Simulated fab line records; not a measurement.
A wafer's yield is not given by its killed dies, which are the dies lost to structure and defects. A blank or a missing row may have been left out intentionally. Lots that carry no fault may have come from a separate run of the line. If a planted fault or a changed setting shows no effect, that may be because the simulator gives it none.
fab line records	flow berkeleyCmos170
record: lots: 6	wafers: 18	lastDay: 13
route steps=331 shown M2@277 M3@331
lots that met no fault: from a run of the same line without faults
startH: the number of hours between the record's first day and the start of the first shown wafer of the lot	waitH: time in hours since the lot's previous step	" the same as in the row above	L1.1+2: a row that stands for several wafers	- no value present, or no start provided	* or withheld: withheld	< > ~ a bound
route shown NAME@n: names a module that has steps shown in the file, with the first one's number in the route	usual: average and standard deviation across the fault-free wafers	same: alike in all rows	chamber/n: place in a boat	sites: readings site by site	_std_site: the values' standard deviation	_edge_site: inner sites' mean taken away from outer sites' mean	radiusMm: for every site, how far away it sits from the centre of the wafer	mask NAME#n: copy n	behind: tool/chamber where the wafer was last shaped	hold: what put the lot on hold/how long, in hours/how the hold closed	device: transistor that didn't switch, given as n, p or np	end of line: the tests these same wafers got at the end of their route	a step with no rows: only its recipe	killed: the dies lost at the first sort to structure and to defects; this is not the yield of the wafer	map: dies across one wafer; x = killed, . = not, _ = none there
set.NAME: setting as actually run; set.NAME@STEP: the setting as run at that earlier step	model.NAME: the simulator's own value behind a step, which no gauge read
lots seen at some steps along the route; tables by step, rows by wafer
services: from which hour (startH, from the record's first day; less than 0 if before it) a tool's chamber was out of use, for how many hours, and why
== steps ==
step: UCB170_M2_SOFTBAKE_06
recipe: resist: KrF	tempC: 130	timeS: 60
step: UCB170_M2_STRIP_07
recipe: chemistry: O2	powerW: 400	pressureMtorr: 3500	platenTempC: withheld	o2FlowSccm: 400	overashFraction: 0.5
usual: drypumpMotorCurrentA: 5.7/0.51	oesProductAu: 0.734/0.0044	stripTimeToEndpointS: 21.93/0.067
lot.wafer	tool	chamber	startH	waitH	drypumpMotorCurrentA	oesProductAu	rfHoursCounterH	stripTimeToEndpointS
L648.2	plasmaAsher-02	1	191.30	0.1	6.1	0.733	47	21.76
L648.3	"	1	"	"	6.1	0.731	-	21.85
L648.5	"	1	"	"	6.0	0.737	-	21.75
L650.1	plasmaAsher-03	1	202.98	0.1	5.7	0.739	10	21.92
L650.3	"	1	"	"	5.7	0.738	-	21.89
L650.6	"	0	"	"	6.4	0.731	-	21.92
L652.1	plasmaAsher-03	1	220.71	0.1	5.6	0.733	11	21.90
L652.3	"	0	"	"	6.4	0.735	-	21.89
L652.4	"	1	"	"	5.6	0.737	-	21.89
L658.1	plasmaAsher-03	0	256.98	0.1	6.5	0.733	15	22.06
L658.3	"	0	"	"	6.4	0.727	-	22.08
L658.4	"	1	"	"	5.6	0.743	-	22.11
L662.1	plasmaAsher-04	0	301.56	0.1	6.0	0.734	55	22.00
L662.5	"	1	"	"	5.0	0.736	-	21.94
L662.6	"	0	"	"	6.0	0.727	-	21.97
L663.1	plasmaAsher-02	0	302.01	0.1	5.2	0.740	57	21.94
L663.2	"	1	"	"	6.0	0.729	57	21.90
L663.6	"	0	"	"	5.2	0.735	-	21.97
step: UCB170_M2_STRIP_08
recipe: chemistry: DMSO	tempC: 80	timeS: 600	material: KrF
step: UCB170_M2_COAT_09
recipe: resist: BARC	tempC: withheld	timeS: withheld	spinRpm: 3000	resistThkNm: withheld
step: UCB170_M2_COAT_10
recipe: resist: KrF	spinRpm: 1500	resistThkNm: 900
step: UCB170_M2_SOFTBAKE_11
recipe: resist: KrF	tempC: 130	timeS: 60
step: UCB170_M2_EXPOSE_12
recipe: maskId: METAL2	targetCdNm: 700	na: 0.5	sigmaOuter: 0.6	sourceShape: conventional	doseMj: 26
step: UCB170_M2_PEB_13
recipe: pebTempC: 130	pebTimeS: withheld	resist: KrF
step: UCB170_M2_DEVELOP_14
recipe: developer: TMAH	developTimeS: 45	resist: KrF	devTempC: 21
step: UCB170_M2_CD_MEAS_15
recipe: targetCdNm: 700
usual: cdNm: 699.9/1.4
lot.wafer	tool	chamber	startH	waitH	cdNm
L648.2	cdSem-01	-	192.63	-	702.0
L648.3	"	-	"	"	700.3
L648.5	"	-	"	"	701.4
L650.1	cdSem-01	-	204.13	-	699.3
L650.3	"	-	"	"	701.3
L650.6	"	-	"	"	700.0
L652.1	cdSem-01	-	221.95	-	701.5
L652.3	"	-	"	"	700.9
L652.4	"	-	"	"	699.8
L658.1	cdSem-02	-	258.61	-	698.8
L658.3	"	-	"	"	697.2
L658.4	"	-	"	"	699.0
L662.1	cdSem-02	-	306.46	-	700.2
L662.5	"	-	"	"	700.3
L662.6	"	-	"	"	700.2
L663.1	cdSem-01	-	306.68	-	700.3
L663.2	"	-	"	"	698.7
L663.6	"	-	"	"	698.4
step: UCB170_M2_OVL_MEAS_16
usual: M2_OVL: 0/4.6
lot.wafer	tool	chamber	startH	waitH	M2_OVL[nm]
L648.2	overlay-02	-	192.73	0.1	3
L648.3	"	-	"	"	2
L648.5	"	-	"	"	7
L650.1	overlay-01	-	204.25	0.1	7
L650.3	"	-	"	"	6
L650.6	"	-	"	"	2
L652.1	overlay-02	-	222.07	0.1	-7
L652.3	"	-	"	"	-13
L652.4	"	-	"	"	-7
L658.1	overlay-02	-	258.73	0.1	-4
L658.3	"	-	"	"	-1
L658.4	"	-	"	"	-6
L662.1	overlay-01	-	306.58	0.1	-8
L662.5	"	-	"	"	-6
L662.6	"	-	"	"	-3
L663.1	overlay-01	-	306.80	0.1	-6
L663.2	"	-	"	"	2
L663.6	"	-	"	"	1
step: UCB170_M2_ETCH_17
recipe: chemistry: N2/H2	targetDepthA: withheld	overetchA: withheld	target: BARC	timeS: withheld	sourceW: 500	biasW: 100	pressureMtorr: 30	n2FlowSccm: 100	h2FlowSccm: 200
usual: drypumpMotorCurrentA: 5.7/0.31	oesProductAu: 0.991/0.02	rfFwdPowerW: 495.4/1.9	throttleValvePct: 13.38/0.17
lot.wafer	tool	chamber	startH	waitH	drypumpMotorCurrentA	oesProductAu	rfFwdPowerW	throttleValvePct
L648.2	rieDiel-01	1	192.76	0.0	6.1	0.982	492.6	13.44
L648.3	"	0	"	"	5.6	0.967	496.4	13.62
L648.5	"	0	"	"	5.6	0.966	498.3	13.61
L650.1	rieDiel-03	0	204.29	0.0	5.6	1.013	497.7	13.16
L650.3	"	2	"	"	5.6	1.012	496.8	13.28
L650.6	"	0	"	"	5.6	1.009	496.3	13.16
L652.1	rieDiel-02	0	222.11	0.0	5.5	1.009	492.7	13.32
L652.3	"	2	"	"	6.0	1.018	492.9	13.50
L652.4	"	1	"	"	6.4	0.980	496.5	13.40
L658.1	rieDiel-01	1	258.76	0.0	6.1	0.978	496.3	13.46
L658.3	"	2	"	"	5.4	0.981	496.5	13.27
L658.4	"	3	"	"	5.8	1.000	494.2	13.13
L662.1	rieDiel-02	0	306.62	0.0	5.5	0.998	492.7	13.33
L662.5	"	0	"	"	5.6	1.001	493.6	13.32
L662.6	"	1	"	"	6.4	0.974	497.9	13.39
L663.1	rieDiel-01	3	306.83	0.0	5.8	0.996	494.5	13.14
L663.2	"	1	"	"	6.0	0.978	493.0	13.44
L663.6	"	3	"	"	5.8	1.005	496.0	13.13
step: UCB170_M2_METAL_ETCH_18
recipe: chemistry: Cl2/BCl3	target: Al	stopOn: SiO2	pressureMtorr: 12	targetDepthA: 11700	overEtchFrac: 0.3	timeS: 195	icpW: 600	biasW: 120	Cl2_flow_sccm: 90	bcl3FlowSccm: 45
usual: drypumpMotorCurrentA: 6.0/0.43	oesProductAu: 0.850/0.019	rfFwdPowerW: 597.7/1.8	runLengthS: 223.0/0.35	throttleValvePct: 24.48/0.16
lot.wafer	tool	chamber	startH	waitH	drypumpMotorCurrentA	oesProductAu	rfFwdPowerW	rfHoursCounterH	runLengthS	throttleValvePct	model.KrF_of_M2_COAT_10.thkNm	model.SiO2_of_V1_CVD_00.thkNm	model.M2.cdNm
L648.2	rieMetal-04	0	192.81	-	6.1	0.826	599.8	9	223.0	24.34	191.2	934.8	702.6
L648.3	"	0	"	"	6.1	0.827	597.4	-	222.6	24.36	196.8	934.2	702.2
L648.5	"	0	"	"	6.0	0.821	596.2	-	222.8	24.34	188.7	934.2	704
L650.1	rieMetal-01	1	204.33	-	5.1	0.842	596.4	13	223.0	24.38	195.2	936.5	698.8
L650.3	"	1	"	"	5.1	0.840	598.2	-	223.1	24.38	193.1	937	702.9
L650.6	"	0	"	"	6.0	0.867	598.2	-	222.8	24.34	172.5	935.5	696.2
L652.1	rieMetal-01	1	222.15	-	5.1	0.828	596.5	14	222.8	24.38	198.9	937.4	698.9
L652.3	"	0	"	"	6.0	1.057	-	-	179.1	24.23	329.6	949.2	706.1
L652.4	"	1	"	"	5.1	0.831	597.8	-	223.0	24.40	194	936.4	697.4
L658.1	rieMetal-01	0	258.80	-	6.0	1.052	-	13	178.9	24.22	331.7	951.1	706.3
L658.3	"	0	"	"	6.0	1.044	-	-	179.5	24.23	336.3	950.1	705.1
L658.4	"	1	"	"	5.1	0.836	597.2	-	222.8	24.38	192.3	938	699
L662.1	rieMetal-04	0	306.66	-	6.0	0.817	600.1	12	223.0	24.36	187.6	936.1	697.5
L662.5	"	1	"	"	6.3	0.847	599.0	-	223.3	24.54	247.5	939.6	701.3
L662.6	"	0	"	"	6.0	0.818	598.0	-	222.5	24.34	193.3	935.8	695.6
L663.1	rieMetal-02	1	306.88	-	6.1	0.876	596.1	10	223.8	24.62	223.9	940.7	702.1
L663.2	"	0	"	"	6.7	0.858	599.8	5	222.8	24.79	197.9	940.1	696.2
L663.6	"	1	"	"	6.1	0.879	597.7	-	223.4	24.61	230.2	942.2	700
step: UCB170_M2_STRIP_19
recipe: chemistry: O2	powerW: 400	pressureMtorr: 3500	platenTempC: withheld	o2FlowSccm: 400	overashFraction: 0.5
usual: drypumpMotorCurrentA: 5.7/0.5	oesProductAu: 0.536/0.026
lot.wafer	tool	chamber	startH	waitH	drypumpMotorCurrentA	oesProductAu	rfHoursCounterH
L648.2	plasmaAsher-02	0	192.99	0.1	5.2	0.520	48
L648.3	"	1	"	"	6.1	0.530	-
L648.5	"	0	"	"	5.2	0.516	-
L650.1	plasmaAsher-03	0	204.52	0.1	6.4	0.534	10
L650.3	"	0	"	"	6.4	0.526	-
L650.6	"	1	"	"	5.6	0.504	-
L652.1	plasmaAsher-02	0	222.34	0.1	5.2	0.531	50
L652.3	"	1	"	"	6.0	0.666	-
L652.4	"	0	"	"	5.2	0.527	-
L658.1	plasmaAsher-03	0	258.99	0.1	6.4	0.665	16
L658.3	"	0	"	"	6.5	0.669	-
L658.4	"	1	"	"	5.6	0.529	-
L662.1	plasmaAsher-04	1	306.85	0.1	5.0	0.510	56
L662.5	"	0	"	"	6.1	0.576	-
L662.6	"	1	"	"	5.0	0.526	-
L663.1	plasmaAsher-02	0	307.06	0.1	5.2	0.562	58
L663.2	"	1	"	"	6.1	0.527	58
L663.6	"	0	"	"	5.2	0.561	-
step: UCB170_M2_CD_MEAS_90
recipe: targetCdNm: 700
usual: cdNm: 700/3.4
lot.wafer	tool	chamber	startH	waitH	cdNm
L648.2	cdSem-02	-	193.11	0.1	702
L648.3	"	-	"	"	702
L648.5	"	-	"	"	704
L650.1	cdSem-02	-	204.62	0.1	699
L650.3	"	-	"	"	703
L650.6	"	-	"	"	696
L652.1	cdSem-02	-	222.44	0.1	699
L652.3	"	-	"	"	706
L652.4	"	-	"	"	697
L658.1	cdSem-01	-	259.18	0.2	707
L658.3	"	-	"	"	705
L658.4	"	-	"	"	699
L662.1	cdSem-02	-	306.95	0.1	698
L662.5	"	-	"	"	702
L662.6	"	-	"	"	696
L663.1	cdSem-02	-	307.19	0.1	702
L663.2	"	-	"	"	696
L663.6	"	-	"	"	700
step: UCB170_M3_PROBE_99
lot.wafer	tool	chamber	startH	waitH	model.etest.antennaM2.vtShiftV
L648.2	prober-01	-	198.62	0.1	-0.01496
L648.3	prober-01	-	198.67	0.2	-0.01586
L648.5	prober-01	-	198.77	0.2	-0.01032
L650.1	prober-02	-	211.09	0.1	-0.01482
L650.3	prober-02	-	211.19	0.2	-0.01795
L650.6	prober-02	-	211.34	0.2	-0.014
L652.1	prober-02	-	228.15	0.1	-0.01119
L652.3	prober-02	-	228.25	0.2	-0.00896
L652.4	prober-02	-	228.30	0.2	-0.006954
L658.1	prober-01	-	267.96	0.1	-0.008835
L658.3	prober-01	-	268.06	0.2	-0.006844
L658.4	prober-01	-	268.11	0.2	-0.01792
L663.1	prober-02	-	314.27	0.1	-0.01343
L663.2	prober-02	-	314.32	0.1	-0.01263
L663.6	prober-02	-	314.52	0.2	-0.01056
L662.1	prober-01	-	314.39	0.1	-0.01093
L662.5	prober-01	-	314.59	0.2	-0.01142
L662.6	prober-01	-	314.64	0.2	-0.01549
killed by level:class
L648.2 GATE:geometricParticle:open=1 GATE:geometricParticle:short=1 SPACER:geometricParticle:open=1 M1:geometricParticle:open=1
L648.3 GATE:geometricParticle:short=2 FIELD:geometricParticle:short=1 CONTACT:geometricParticle:short=1 M2:geometricParticle:short=1 V2:geometricParticle:short=1
L648.5 M3:geometricParticle:short=2 SACOX:geometricParticle:short=1 V1:geometricParticle:short=1 V1:geometricParticle:open=1 M2:geometricParticle:short=1
L650.1 START:geometricParticle:open=1 GATE:geometricParticle:short=1 GATE:geometricParticle:open=1
L650.3 GATE:geometricParticle:short=1 SPACER:geometricParticle:open=1
L650.6 M1:geometricParticle:short=1
L652.1 V1:geometricParticle:open=1
L652.3 GATE:geometricParticle:short=2 M2:areaEtch=1
L652.4 FIELD:geometricParticle:short=1 GATE:geometricParticle:open=1 V1:geometricParticle:short=1
L663.1 SPACER:geometricParticle:open=1
L663.2 SPACER:geometricParticle:short=1 V2:geometricParticle:open=1
L662.1 SPACER:geometricParticle:open=2 START:geometricParticle:short=1 START:geometricParticle:open=1 SILICIDE:geometricParticle:short=1 V1:geometricParticle:open=1
L663.6 M2:geometricParticle:short=2 WELLDRIVE:geometricParticle:short=1 WELLDRIVE:geometricParticle:open=1 GATE:geometricParticle:open=1 GATE:geometricParticle:short=1
L662.5 GATE:geometricParticle:open=2 SACOX:geometricParticle:open=1 SPACER:geometricParticle:open=1 M1:geometricParticle:open=1
L662.6 SILICIDE:geometricParticle:open=2 FIELD:geometricParticle:short=1 V1:geometricParticle:short=1 M3:geometricParticle:short=1
== services ==
tool	chamber	startH	hours	kind
rieDiel-01	3	184.13	-	clean
rieDiel-01	3	184.13	20.1	scheduledDown
rieDiel-01	3	184.13	20.1	ventCycle
plasmaAsher-03	-	192.11	1.7	repair
rieMetal-02	-	192.22	1.1	repair
rieMetal-04	1	194.75	-	clean
rieMetal-04	1	194.75	19.3	scheduledDown
rieMetal-04	1	194.75	19.3	ventCycle
rieDiel-01	0	217.39	13.7	repair
rieDiel-03	-	229.82	0.4	repair
rieDiel-02	0	237.11	4.2	repair
rieDiel-02	1	237.38	7.9	repair
rieDiel-03	-	245.19	0.4	repair
rieMetal-02	0	284.31	11.2	repair
rieDiel-02	1	285.86	8.1	repair
rieDiel-03	-	300.44	0.7	repair
rieDiel-02	3	304.69	6.7	repair
rieMetal-01	1	306.66	-	clean
rieMetal-01	1	306.66	16.6	scheduledDown
rieMetal-01	1	306.66	16.6	ventCycle
== key ==
firstSign: step: UCB170_M2_METAL_ETCH_18	reading: runLengthS	direction: down	sigmas: 99+	usual: *	struck: *
effect: step: UCB170_M2_METAL_ETCH_18	reading: oesProductAu	direction: up	sigmas: 10	usual: 0.850	struck: 1.051
effect: step: UCB170_M2_STRIP_19	reading: oesProductAu	direction: up	sigmas: 5	usual: 0.536	struck: 0.666
modelEffect: step: UCB170_M2_METAL_ETCH_18	value: KrF_of_M2_COAT_10.thkNm	without: 173.2	struck: 332.5
modelEffect: step: UCB170_M3_PROBE_99	value: etest.antennaM2.vtShiftV	without: -0.01486	struck: -0.008213
metAt UCB170_M2_METAL_ETCH_18
struckWafers L652.3,L658.1,L658.3
sortLeftOut L658.1,L658.3
onsetBetween 204.33 222.15
fault: kind: processParameterDrift	tool: rieMetal-01	chamber: 0	onsetH: 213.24	steps: UCB170_M2_METAL_ETCH_18	channel: timeS	offset: *	shape: step	endH: 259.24	actsIn: *	stated: *
sortLeftOut: the simulated sort isn't trusted on such a fault, so these wafers' sort isn't shown, and their yield isn't known
